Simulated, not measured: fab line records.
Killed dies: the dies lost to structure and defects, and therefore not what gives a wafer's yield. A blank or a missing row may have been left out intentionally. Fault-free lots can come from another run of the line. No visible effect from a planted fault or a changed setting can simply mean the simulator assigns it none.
fab line records	flow ritCmos
record: lots: 7	wafers: 21	lastDay: 7
route steps=202 shown SILICIDE@161 CONTACT@168 M1@202
lots untouched by any fault: they come from a run of this same line in which no faults occurred
startH: hours from the record's opening day to when the first of the lot's shown wafers began	waitH: hours from the lot's prior step to this one	" the same as in the row above	L1.1+2: a single row standing in for several wafers	- no value, or no start was given	* or withheld: withheld	< > ~ a bound
route shown NAME@n: a module of which the file shows steps, and the number in the route of the first	usual: the fault-free wafers' mean and standard deviation	same: alike in all rows	chamber/n: place in a boat	sites: the reading at each site	_std_site: standard deviation across them	_edge_site: mean of outer sites minus mean of inner sites	radiusMm: how far each site lies from the wafer's centre	mask NAME#n: copy n	behind: the last tool/chamber to shape the wafer	hold: reason for holding the lot/hours on hold/outcome of the hold	device: whichever transistor did not switch (one of n, p or np)	end of line: tests run on the same wafers once the route is complete	a step given without rows: its recipe and nothing more	killed: at the first sort, the dies lost to defects and structure; wafer yield is something else	map: a wafer's dies, x killed, . not, _ none there
set.NAME: setting as actually run; set.NAME@STEP: the setting as run at that earlier step	model.NAME: the simulator's own value behind a step, which no gauge read
certain route steps with their lots: each step a table, each wafer a row
services: when a tool's chamber went out of use (startH, in hours from the record's first day, below 0 if earlier), for how many hours, and the reason
== steps ==
step: RIT_SILICIDE_WET_ETCH_00
recipe: chemistry: BOE	target: SiO2	targetDepthNm: 14	timeS: 15	dry: n2Spin	dilution: 10:1	tempC: 21.5
step: RIT_SILICIDE_SPUTTER_01
recipe: material: Ti	targetThkNm: 30	powerW: 350	chamberPressurePa: 0.667	gas: Ar	timeS: 240	substrateTempC: 25
usual: throttleValvePct: 29.7/0.83
lot.wafer	tool	chamber	startH	waitH	throttleValvePct
L950.1	pvdSputter-03	-	59.09	0.0	29.8
L950.3	"	-	"	"	29.6
L950.5	"	-	"	"	29.6
L956.1	pvdSputter-02	-	80.78	0.0	29.8
L956.4	"	-	"	"	28.1
L956.5	"	-	"	"	27.7
L964.1	pvdSputter-02	-	120.17	0.0	27.9
L964.3	"	-	"	"	30.1
L964.6	"	-	"	"	31.0
L965.1	pvdSputter-03	-	125.19	0.0	29.3
L965.2	"	-	"	"	29.8
L965.5	"	-	"	"	29.4
L968.2	pvdSputter-02	-	139.98	0.0	29.6
L968.5	"	-	"	"	27.9
L968.6	"	-	"	"	29.6
L970.2	pvdSputter-02	-	149.69	0.0	30.7
L970.5	"	-	"	"	29.9
L970.6	"	-	"	"	27.9
L973.3	pvdSputter-03	-	165.27	0.0	30.8
L973.5	"	-	"	"	29.7
L973.6	"	-	"	"	29.8
step: RIT_SILICIDE_RS_MEAS_02
recipe: thkMeasGauge: four-point-probe	reads: Ti_of_SILICIDE_SPUTTER_01
usual: SILICIDE_TI_RS: 47.7/0.63
lot.wafer	tool	chamber	startH	waitH	SILICIDE_TI_RS[ohm/sq]
L950.1	filmMetro-04	-	59.24	0.1	48.7
L950.3	"	-	"	"	49.0
L950.5	"	-	"	"	48.2
L956.1	filmMetro-01	-	80.93	0.1	47.0
L956.4	"	-	"	"	47.8
L956.5	"	-	"	"	47.3
L964.1	filmMetro-04	-	120.32	0.1	48.8
L964.3	"	-	"	"	48.3
L964.6	"	-	"	"	47.4
L965.1	filmMetro-04	-	125.34	0.1	49.0
L965.2	"	-	"	"	49.1
L965.5	"	-	"	"	48.8
L968.2	filmMetro-04	-	140.15	0.1	47.1
L968.5	"	-	"	"	47.0
L968.6	"	-	"	"	47.1
L970.2	filmMetro-04	-	149.86	0.1	46.9
L970.5	"	-	"	"	47.2
L970.6	"	-	"	"	46.7
L973.3	filmMetro-04	-	165.46	0.1	47.0
L973.5	"	-	"	"	47.6
L973.6	"	-	"	"	47.5
step: RIT_SILICIDE_THK_MEAS_03
recipe: thkMeasGauge: xrf	reads: Ti_of_SILICIDE_SPUTTER_01
usual: SILICIDE_TI_THK: 30.6/0.34
lot.wafer	tool	chamber	startH	waitH	SILICIDE_TI_THK[nm]
L950.1	filmMetro-04	-	59.36	0.1	30.1
L950.3	"	-	"	"	30.1
L950.5	"	-	"	"	30.3
L956.1	filmMetro-01	-	81.05	0.1	31.0
L956.4	"	-	"	"	30.5
L956.5	"	-	"	"	30.8
L964.1	filmMetro-04	-	120.44	0.1	30.0
L964.3	"	-	"	"	30.3
L964.6	"	-	"	"	30.7
L965.1	filmMetro-04	-	125.46	0.1	30.0
L965.2	"	-	"	"	29.7
L965.5	"	-	"	"	29.9
L968.2	filmMetro-04	-	140.26	0.1	30.9
L968.5	"	-	"	"	30.8
L968.6	"	-	"	"	30.9
L970.2	filmMetro-04	-	149.97	0.1	31.1
L970.5	"	-	"	"	30.9
L970.6	"	-	"	"	31.0
L973.3	filmMetro-04	-	165.56	0.1	30.9
L973.5	"	-	"	"	30.7
L973.6	"	-	"	"	30.7
step: RIT_SILICIDE_RTA_04
recipe: tempC: 650	timeS: 10	idleTempC: 25	rampUpS: 5	rampDownS: 5	coolToC: 25	ambient: N2
usual: chamberO2Ppm: 2.001/0.023	wafer_temp_C_max: 653.0/1.2
lot.wafer	tool	chamber	startH	waitH	chamberO2Ppm	wafer_temp_C_max
L950.1	rtpAnneal-02	0	59.42	0.1	1.995	653.1
L950.3	"	0	"	"	2.031	654.2
L950.5	"	0	"	"	2.002	653.2
L956.1	rtpAnneal-02	0	81.11	0.1	1.975	654.7
L956.4	"	0	"	"	1.978	653.9
L956.5	"	0	"	"	1.957	653.2
L964.1	rtpAnneal-02	0	120.50	0.1	2.005	654.4
L964.3	"	0	"	"	1.999	653.3
L964.6	"	0	"	"	1.996	654.8
L965.1	rtpAnneal-01	0	125.52	0.1	1.962	652.3
L965.2	"	0	"	"	1.997	651.9
L965.5	"	0	"	"	1.984	651.9
L968.2	rtpAnneal-02	0	140.32	0.1	2.014	653.2
L968.5	"	0	"	"	1.991	655.2
L968.6	"	0	"	"	1.982	654.5
L970.2	rtpAnneal-02	0	150.03	0.1	1.979	654.3
L970.5	"	0	"	"	2.023	654.2
L970.6	"	0	"	"	2.001	655.3
L973.3	rtpAnneal-01	0	165.62	0.1	2.055	651.7
L973.5	"	0	"	"	2.047	652.2
L973.6	"	0	"	"	2.060	651.8
step: RIT_SILICIDE_WET_ETCH_05
recipe: chemistry: SPM	target: Ti	tempC: 90	timeS: 120	dry: n2Spin
step: RIT_SILICIDE_RTA_06
recipe: tempC: 750	timeS: 10	idleTempC: 25	rampUpS: 5	rampDownS: 10	coolToC: 25	ambient: N2
usual: chamberO2Ppm: 2.001/0.023	wafer_temp_C_max: 753.5/1.4
lot.wafer	tool	chamber	startH	waitH	chamberO2Ppm	wafer_temp_C_max
L950.1	rtpAnneal-01	0	59.53	0.0	2.011	751.5
L950.3	"	0	"	"	2.050	751.1
L950.5	"	0	"	"	1.973	751.6
L956.1	rtpAnneal-01	0	81.22	0.0	1.973	751.8
L956.4	"	0	"	"	1.971	751.7
L956.5	"	0	"	"	2.004	752.5
L964.1	rtpAnneal-01	0	120.62	0.0	2.012	751.7
L964.3	"	0	"	"	1.993	752.5
L964.6	"	0	"	"	2.010	751.8
L965.1	rtpAnneal-02	0	125.63	0.0	2.006	755.1
L965.2	"	0	"	"	2.004	754.3
L965.5	"	0	"	"	1.987	757.5
L968.2	rtpAnneal-01	0	140.43	0.0	2.024	753.1
L968.5	"	0	"	"	2.017	752.3
L968.6	"	0	"	"	2.017	752.6
L970.2	rtpAnneal-01	0	150.14	0.0	1.980	752.0
L970.5	"	0	"	"	1.961	752.1
L970.6	"	0	"	"	1.998	752.9
L973.3	rtpAnneal-02	0	165.73	0.0	2.007	755.5
L973.5	"	0	"	"	1.992	754.3
L973.6	"	0	"	"	1.988	754.2
step: RIT_CONTACT_CVD_00
recipe: material: SiO2	targetThkNm: 400	precursor: TEOS	tempC: 390	timeS: 61	rfW: 400
usual: heaterPowerW: 300/44
lot.wafer	tool	chamber	startH	waitH	heaterPowerW
L950.1	pecvd-01	0	59.60	0.1	210
L950.3	"	2	"	"	363
L950.5	"	1	"	"	299
L956.1	pecvd-01	2	81.29	0.1	369
L956.4	"	1	"	"	299
L956.5	"	0	"	"	243
L964.1	pecvd-04	2	120.68	0.1	309
L964.3	"	1	"	"	341
L964.6	"	2	"	"	310
L965.1	pecvd-01	1	125.69	0.1	312
L965.2	"	2	"	"	279
L965.5	"	2	"	"	304
L968.2	pecvd-01	0	140.49	0.0	272
L968.5	"	1	"	"	313
L968.6	"	0	"	"	280
L970.2	pecvd-04	0	150.20	0.0	274
L970.5	"	0	"	"	277
L970.6	"	1	"	"	346
L973.3	pecvd-04	2	165.77	0.0	285
L973.5	"	0	"	"	248
L973.6	"	2	"	"	298
step: RIT_CONTACT_THK_MEAS_01
recipe: reads: SiO2_of_CONTACT_CVD_00
usual: CONTACT_TEOS_THK: 398/5.7
lot.wafer	tool	chamber	startH	waitH	CONTACT_TEOS_THK[nm]
L950.1	filmMetro-04	-	59.65	0.0	391
L950.3	"	-	"	"	393
L950.5	"	-	"	"	396
L956.1	filmMetro-02	-	81.34	0.0	398
L956.4	"	-	"	"	401
L956.5	"	-	"	"	406
L964.1	filmMetro-02	-	120.73	0.0	392
L964.3	"	-	"	"	396
L964.6	"	-	"	"	398
L965.1	filmMetro-03	-	125.75	0.0	397
L965.2	"	-	"	"	401
L965.5	"	-	"	"	404
L968.2	filmMetro-02	-	140.55	0.0	395
L968.5	"	-	"	"	402
L968.6	"	-	"	"	403
L970.2	filmMetro-04	-	150.26	0.0	406
L970.5	"	-	"	"	407
L970.6	"	-	"	"	406
L973.3	filmMetro-03	-	165.85	0.0	396
L973.5	"	-	"	"	402
L973.6	"	-	"	"	408
step: RIT_CONTACT_HMDS_02
recipe: primeTimeS: 60	primeTempC: 140
step: RIT_CONTACT_COAT_03
recipe: resist: NOVOLAK	spinRpm: 3250	resistThkNm: 1000
step: RIT_CONTACT_SOFTBAKE_04
recipe: resist: NOVOLAK	tempC: 90	timeS: 60
step: RIT_CONTACT_EXPOSE_05
recipe: maskId: M11	na: 0.6	sourceShape: conventional	sigmaOuter: 0.5	targetCdNm: 1000	doseMj: 250
lot.wafer	tool	chamber	startH	waitH	mask	model.CONTACT.overlayXNm
L950.1+3+5	ilineStepper-02	0	60.28	0.2	M11#0	-0.04398
L956.1+4+5	ilineStepper-01	0	81.87	0.1	M11#0	0.1482
L964.1+3+6	ilineStepper-01	0	121.24	0.1	M11#0	129.5
L965.1+2+5	ilineStepper-01	0	126.26	0.1	M11#0	131.1
L968.2+5+6	ilineStepper-02	0	141.07	0.1	M11#0	0.2722
L970.2+5+6	ilineStepper-01	0	150.90	0.2	M11#0	129.5
L973.3+5+6	ilineStepper-02	0	166.45	0.1	M11#0	0.716
step: RIT_CONTACT_PEB_06
recipe: resist: NOVOLAK	tempC: withheld	timeS: withheld
step: RIT_CONTACT_DEVELOP_07
recipe: resist: NOVOLAK	developTimeS: 120	devTempC: 23
step: RIT_CONTACT_CD_MEAS_08
recipe: targetCdNm: 1000
usual: cdNm: 998.9/2.5
lot.wafer	tool	chamber	startH	waitH	cdNm
L950.1	cdSem-01	-	60.80	-	1001.1
L950.3	"	-	"	"	1000.6
L950.5	"	-	"	"	1000.3
L956.1	cdSem-02	-	82.39	-	995.2
L956.4	"	-	"	"	997.8
L956.5	"	-	"	"	994.9
L964.1	cdSem-01	-	121.76	-	1001.3
L964.3	"	-	"	"	1002.3
L964.6	"	-	"	"	1004.2
L965.1	cdSem-01	-	126.77	-	995.2
L965.2	"	-	"	"	997.2
L965.5	"	-	"	"	997.5
L968.2	cdSem-02	-	141.59	-	998.9
L968.5	"	-	"	"	997.4
L968.6	"	-	"	"	999.4
L970.2	cdSem-01	-	151.42	-	999.2
L970.5	"	-	"	"	1001.6
L970.6	"	-	"	"	1002.5
L973.3	cdSem-02	-	166.97	-	1002.8
L973.5	"	-	"	"	1000.2
L973.6	"	-	"	"	1001.4
step: RIT_CONTACT_OVL_MEAS_09
usual: CONTACT_OVL: -1.2/1.5
lot.wafer	tool	chamber	startH	waitH	CONTACT_OVL[nm]
L950.1	overlay-01	-	60.92	0.1	-1.8
L950.3	"	-	"	"	-2.8
L950.5	"	-	"	"	-3.9
L956.1	overlay-01	-	82.51	0.1	1.0
L956.4	"	-	"	"	0.8
L956.5	"	-	"	"	0.3
L964.1	overlay-01	-	121.88	0.1	128.1
L964.3	"	-	"	"	128.1
L964.6	"	-	"	"	130.3
L965.1	overlay-02	-	126.89	0.1	128.6
L965.2	"	-	"	"	129.2
L965.5	"	-	"	"	130.0
L968.2	overlay-01	-	141.69	0.1	-1.2
L968.5	"	-	"	"	-2.0
L968.6	"	-	"	"	0.4
L970.2	overlay-02	-	151.52	0.1	129.9
L970.5	"	-	"	"	127.6
L970.6	"	-	"	"	127.1
L973.3	overlay-01	-	167.06	0.1	0.5
L973.5	"	-	"	"	0.0
L973.6	"	-	"	"	0.4
step: RIT_CONTACT_HARDBAKE_10
recipe: resist: NOVOLAK	tempC: 140	timeS: 60
step: RIT_M1_PROBE_99
usual: killedAtFrontEnd: 7/3.2	killedDies: 7/3.2	killedOnRim: 1.7/1.3	killedOpen: 3.2/2.1	killedShort: 3.5/2.2
same: grossDies: 264	killed_at_M0_to_M3: 0	killed_at_M4_up: 0	killedAtBackSide: 0	killedAtContacts: 0	killedAtOther: 0
lot.wafer	tool	chamber	startH	waitH	killedAtFrontEnd	killedDies	killedOnRim	killedOpen	killedShort	model.etest.contactToGate.bvRightV	model.etest.contactToGate.bvLeftV
L950.1	prober-02	-	66.14	0.1	12	12	3	5	7	92.37	90.77
L950.3	prober-02	-	66.24	0.2	8	8	0	3	5	88.04	89.83
L950.5	prober-02	-	66.34	0.2	12	12	3	5	7	90.3	93.06
L956.1	prober-02	-	87.69	0.1	2	2	0	2	0	92.9	92.02
L956.4	prober-02	-	87.84	0.2	3	3	0	2	1	90.75	89.55
L956.5	prober-02	-	87.89	0.2	3	3	0	3	0	92.53	87.91
L964.1	prober-02	-	128.08	0.1	6	6	0	4	2	20.08	155.4
L964.3	prober-02	-	128.18	0.2	10	10	1	9	1	21.94	153.7
L964.6	prober-02	-	128.33	0.2	7	7	3	3	4	27.27	150.9
L965.1	prober-01	-	131.95	0.1	7	7	4	5	2	26.22	159.7
L965.2	prober-01	-	132.00	0.1	6	6	2	2	4	20.5	154.2
L965.5	prober-01	-	132.15	0.2	2	2	1	1	1	23.64	155.5
L968.2	prober-02	-	146.78	0.1	3	3	1	2	1	91.84	88.67
L968.5	prober-02	-	146.93	0.2	7	7	3	1	6	92.45	93.77
L968.6	prober-02	-	146.98	0.2	5	5	3	3	2	90.49	91.29
L970.2	prober-02	-	156.79	0.1	5	5	1	3	2	25.25	157
L970.5	prober-02	-	156.94	0.2	5	5	0	2	3	24.61	151.1
L970.6	prober-02	-	156.99	0.2	3	3	0	2	1	24.79	156
L973.3	prober-01	-	173.70	0.2	8	8	3	5	3	88.87	92.36
L973.5	prober-01	-	173.80	0.2	2	2	1	0	2	90.24	91.82
L973.6	prober-01	-	173.85	0.2	4	4	1	1	3	89.68	92.89
killed by level:class
L950.1 GATE:geometricParticle:short=4 GATE:geometricParticle:open=3 SPACER:geometricParticle:short=2 REOX:geometricParticle:open=1 SILICIDE:geometricParticle:open=1 SILICIDE:geometricParticle:short=1
L950.3 FOX1:geometricParticle:short=1 FOX1:geometricParticle:open=1 GATE:geometricParticle:open=1 GATE:geometricParticle:short=1 REOX:geometricParticle:short=1 SPACER:geometricParticle:open=1 SPACER:geometricParticle:short=1 SILICIDE:geometricParticle:short=1
L950.5 GATE:geometricParticle:open=3 GATE:geometricParticle:short=3 SPACER:geometricParticle:short=3 FOX1:geometricParticle:open=1 FOX1:geometricParticle:short=1 SPACER:geometricParticle:open=1
L956.1 GATE:geometricParticle:open=1 SILICIDE:geometricParticle:open=1
L956.4 GATE:geometricParticle:open=2 GATE:geometricParticle:short=1
L956.5 GATE:geometricParticle:open=2 FOX1:geometricParticle:open=1
L964.1 GATE:geometricParticle:open=2 SILICIDE:geometricParticle:short=2 REOX:geometricParticle:open=1 SPACER:geometricParticle:open=1
L964.3 GATE:geometricParticle:open=3 FOX1:geometricParticle:open=2 FOX2:geometricParticle:open=2 REOX:geometricParticle:open=1 SPACER:geometricParticle:short=1 SILICIDE:geometricParticle:open=1
L964.6 REOX:geometricParticle:short=2 FOX1:geometricParticle:short=1 FOX1:geometricParticle:open=1 FOX2:geometricParticle:short=1 GATE:geometricParticle:open=1 REOX:geometricParticle:open=1
L965.1 SILICIDE:geometricParticle:open=2 FOX1:geometricParticle:open=1 FOX2:geometricParticle:open=1 GATE:geometricParticle:short=1 GATE:geometricParticle:open=1 SILICIDE:geometricParticle:short=1
L965.2 REOX:geometricParticle:short=2 GATE:geometricParticle:open=1 GATE:geometricParticle:short=1 REOX:geometricParticle:open=1 SILICIDE:geometricParticle:short=1
L965.5 FOX2:geometricParticle:open=1 GATE:geometricParticle:short=1
L968.2 FOX2:geometricParticle:short=1 FOX2:geometricParticle:open=1 GATE:geometricParticle:open=1
L968.5 GATE:geometricParticle:short=3 SILICIDE:geometricParticle:short=2 FOX2:geometricParticle:open=1 FOX2:geometricParticle:short=1
L968.6 FOX1:geometricParticle:open=1 FOX1:geometricParticle:short=1 GATE:geometricParticle:short=1 GATE:geometricParticle:open=1 SILICIDE:geometricParticle:open=1
L970.2 ACTIVE:geometricParticle:open=1 FOX1:geometricParticle:open=1 FOX1:geometricParticle:short=1 REOX:geometricParticle:short=1 SPACER:geometricParticle:open=1
L970.5 GATE:geometricParticle:short=2 FOX1:geometricParticle:short=1 GATE:geometricParticle:open=1 SPACER:geometricParticle:open=1
L970.6 FOX2:geometricParticle:open=1 SPACER:geometricParticle:open=1 SPACER:geometricParticle:short=1
L973.3 GATE:geometricParticle:short=2 REOX:geometricParticle:open=2 SPACER:geometricParticle:open=2 GATE:geometricParticle:open=1 SILICIDE:geometricParticle:short=1
L973.5 GATE:geometricParticle:short=2
L973.6 GATE:geometricParticle:short=2 GATE:geometricParticle:open=1 REOX:geometricParticle:short=1
== services ==
tool	chamber	startH	hours	kind
ilineStepper-01	-	44.04	4.4	pm
ilineStepper-02	-	50.04	5.8	repair
pvdSputter-02	-	52.58	1.0	repair
pvdSputter-02	-	53.10	25.2	repair
ilineStepper-02	0	62.32	-	calibration
ilineStepper-01	0	107.33	-	calibration
ilineStepper-02	-	111.03	2.4	repair
pecvd-01	0	114.05	6.9	repair
pecvd-04	0	154.90	1.9	repair
== key ==
firstSign: step: RIT_CONTACT_OVL_MEAS_09	reading: CONTACT_OVL	direction: up	sigmas: 86	usual: -1.2	struck: 128.8
effect none on later readings
modelEffect: step: RIT_CONTACT_EXPOSE_05	value: CONTACT.overlayXNm	without: 0.0448	struck: 130
modelEffect: step: RIT_M1_PROBE_99	value: etest.contactToGate.bvRightV	without: 88.81	struck: 23.81
metAt RIT_CONTACT_EXPOSE_05
struckWafers L964.1,L964.3,L964.6,L965.1,L965.2,L965.5,L970.2,L970.5,L970.6
testerLeftOut L964,L965,L970
onsetBetween 81.87 121.24
fault: kind: scannerMatchingOverlay	tool: ilineStepper-01	chamber: -	onsetH: 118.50	steps: RIT_CONTACT_EXPOSE_05	offset: 130
testerLeftOut: of these lots the tester's yield and bins aren't shown, on N5 and GAA mostly nor the transistor test; their killed dies are dies lost to structure and defects alone, not to doping, threshold or leakage, so they don't give the yield
